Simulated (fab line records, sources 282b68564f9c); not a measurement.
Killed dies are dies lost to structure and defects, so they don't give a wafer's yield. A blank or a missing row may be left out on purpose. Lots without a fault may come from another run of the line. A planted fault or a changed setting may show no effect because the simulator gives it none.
Which tool did it? | flow rit_cmos | 14 lots, 42 wafers sampled, at 1 step of a route of 202

WHAT THE GAUGES READ, wafer by wafer
The record holds no reading of a measuring or inspecting step that can be judged against a usual standard deviation.

WHICH TOOL RAN EACH LOT (tool, then ch and the chambers of the sampled wafers, then the start)
lot  | RIT_ACTIVE_STRIP_14
L996 | plasma_asher-03 ch 0,1, day 1 14:55
L997 | plasma_asher-03 ch 0,1, day 1 20:01
L999 | plasma_asher-01 ch 0,1, day 2 07:05
L102 | plasma_asher-01 ch 0,1, day 2 21:37
L103 | plasma_asher-02 ch 0,1, day 3 02:44
L106 | plasma_asher-01 ch 0,1, day 3 16:50
L107 | plasma_asher-02 ch 0,1, day 3 21:50
L108 | plasma_asher-01 ch 0,1, day 4 03:33
L110 | plasma_asher-01 ch 0, day 4 13:41
L111 | plasma_asher-03 ch 1, day 4 17:50
L116 | plasma_asher-03 ch 0,1, day 5 18:50
L117 | plasma_asher-02 ch 0,1, day 5 23:58
L118 | plasma_asher-02 ch 1, day 6 05:35
L119 | plasma_asher-03 ch 0,1, day 6 10:21
- RIT_ACTIVE_STRIP_14: strips in O2, time 180 s.

WHAT THE TOOLS THEMSELVES READ (means of the sampled wafers that have a number; where no wafer has one, the mark that the record gives instead)
RIT_ACTIVE_STRIP_14. Usual: chamber_pressure_mTorr 4000 mTorr, standard deviation 3.6; drypump_motor_current_A 5.7 A, standard deviation 0.35; o2_flow_sccm 3998 sccm, standard deviation 12.
lot  | tool            | chamber_pressure_mTorr (mTorr) | drypump_motor_current_A (A) | o2_flow_sccm (sccm) | flag
L996 | plasma_asher-03 | 4001                           | 5.8                         | 3990                |
L997 | plasma_asher-03 | 4001                           | 5.8                         | 3991                |
L999 | plasma_asher-01 | 3997                           | 5.8                         | 4012                |
L102 | plasma_asher-01 | 4002                           | 5.6                         | 3995                |
L103 | plasma_asher-02 | 4004                           | 5.7                         | 3992                |
L106 | plasma_asher-01 | 4002                           | 5.6                         | 3987                |
L107 | plasma_asher-02 | 4000                           | 5.7                         | 3987                |
L108 | plasma_asher-01 | 4001                           | 5.8                         | 4000                |
L110 | plasma_asher-01 | -                              | -                           | -                   | OFF
L111 | plasma_asher-03 | -                              | -                           | -                   | OFF
L116 | plasma_asher-03 | 3999                           | 5.7                         | 4021                |
L117 | plasma_asher-02 | 3998                           | 5.5                         | 3998                |
L118 | plasma_asher-02 | 4002                           | 5.9                         | 4005                |
L119 | plasma_asher-03 | 3999                           | 5.8                         | 4001                |

THE ANSWER, worked out from the rows above alone
Rule: a lot is off if the mean of its wafers that have a number lies more than 3 standard deviations from the usual mean. A lot without any number at a reading at which 4 lots or more have one is off too. The other lots that the step has rows for count as sound. The gauges are gone through in route order, then the tools' own readings, and for those a lot's mean is taken as printed above. The first step at which some lot is off is used, and at that step the reading that is off furthest; a lot without a number counts as furthest.
Off: L110, L111, at RIT_ACTIVE_STRIP_14 (chamber_pressure_mTorr). Without a number there: L110, L111.
A tool fits if, at that step or a process step before it, it ran every lot that is off, and no sound lot after the first of them. None of those tried fits.

WHAT THE SIMULATOR HAD PUT IN
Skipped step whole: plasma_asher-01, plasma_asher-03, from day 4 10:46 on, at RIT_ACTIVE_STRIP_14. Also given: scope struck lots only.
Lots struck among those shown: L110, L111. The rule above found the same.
